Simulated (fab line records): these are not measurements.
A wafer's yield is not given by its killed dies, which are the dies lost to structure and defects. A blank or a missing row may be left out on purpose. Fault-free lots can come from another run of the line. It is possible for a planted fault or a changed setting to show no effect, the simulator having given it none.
Code-filled problem report in 8D (eight disciplines) form	flow rit cmos	the parts of the form that need people (team, actions taken, sign-off) are left out

== 1. WHAT WENT WRONG ==
Wafers free of any fault read 2488 (standard deviation 18) for NLDD_TW at RIT_NLDD_TW_MEAS_10, against a mean of 1550 on 9 wafers of 3 lots. That puts it -52 standard deviations away from the usual mean.
The first sign was on wafer L300.1 at day 4 02:34, on film metro-03. Wafers with a number at this step in the record: 45, from 15 lots. The rule behind "out" and "out of limits": a value lying over 4 standard deviations away from the usual mean. The other wafers with a number count as sound.

== 2. WHAT IT IS AND WHAT IT IS NOT ==
question	is	is not
which readings at this step	NLDD_TW	-
which lots	L300, L301, L302	L294, L295, L298, L308, L309, L310, L312, L313, L314, L315, L316, L317
which wafers of those lots	all that have a number	-
read on which gauges	film metro-01, film metro-03	film metro-02
when	from day 4 02:34	up to then (9 sound wafers); but 27 sound wafers of L308, L309, L310, L312, L313, L314, L315, L316, L317 came after

== 3. SUSPECTS, AND WHAT RULES EACH OUT ==
Counting: a tool at any process step up to the reading remains a suspect when it ran all the lots that are out and ran no sound lot after the first of those.
- ruled out: the gauge at RIT_NLDD_TW_MEAS_10. Those wafers that are out were read across 2 gauges (film metro-01, film metro-03).
- implanter-01 at RIT_NLDD_IMPLANT_08: ruled out as a lasting fault. After its first lot that is out, L300 (day 4 02:14), sound lots L314, L317 ran on it.
Left after counting: nothing in the record.

== 4. THE CAUSE (what the simulator had put in) ==
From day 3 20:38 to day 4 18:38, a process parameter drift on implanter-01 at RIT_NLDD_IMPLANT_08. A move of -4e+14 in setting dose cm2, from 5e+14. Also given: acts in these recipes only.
The count ruled it out by mistake, since the rule takes a fault to strike every lot its tool runs from the start of the fault on, and this one did not do so.

== 5. SEQUENCE OF EFFECTS, ordered by route ==
Each row: a reading where the mean over the struck wafers with a number is more than 3 standard deviations away from the usual. Only readings for which the record gives a usual standard deviation are gone through. hours: the time from each lot's start at the first step in this table that gives one to its start at this step, as a median over the lots. sigmas: the change in usual standard deviations.
hours	step	reading	usual	on struck wafers	change	sigmas
0	RIT_NLDD_IMPLANT_08	dose ions cm2	5e+14	1e+14	-4e+14	-99 or more
0	RIT_NLDD_IMPLANT_08	end station pressure torr	6.2e-06 Torr	5.1e-06	-1.1e-06	-3.1
0	RIT_NLDD_IMPLANT_08	faraday current uA	1576	316	-1260	-39
0	RIT_NLDD_TW_MEAS_10	NLDD_TW	2488	1550	-938	-52
9	RIT_SDANNEAL_RS_MEAS_07	NLDD_RS	151.3 ohm/sq	508.8	+357.5	+99 or more
Here are the process steps it includes:
- RIT_NLDD_IMPLANT_08
Later measuring or inspecting steps at which every struck wafer that the step has a row for has a number for every such reading, and none has moved that far: RIT_PLDD_OVL_MEAS_06.

== 6. WHAT WOULD HAVE CAUGHT IT SOONER ==
In this record the first reading out of limits at a measuring or inspecting step was taken at day 4 02:34, 6 hours after the fault began at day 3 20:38.
Tool's own readings at RIT_NLDD_IMPLANT_08, dose ions cm2, faraday current uA: out on all struck wafers the step has rows for; an alarm limit on them would have tripped on the first.
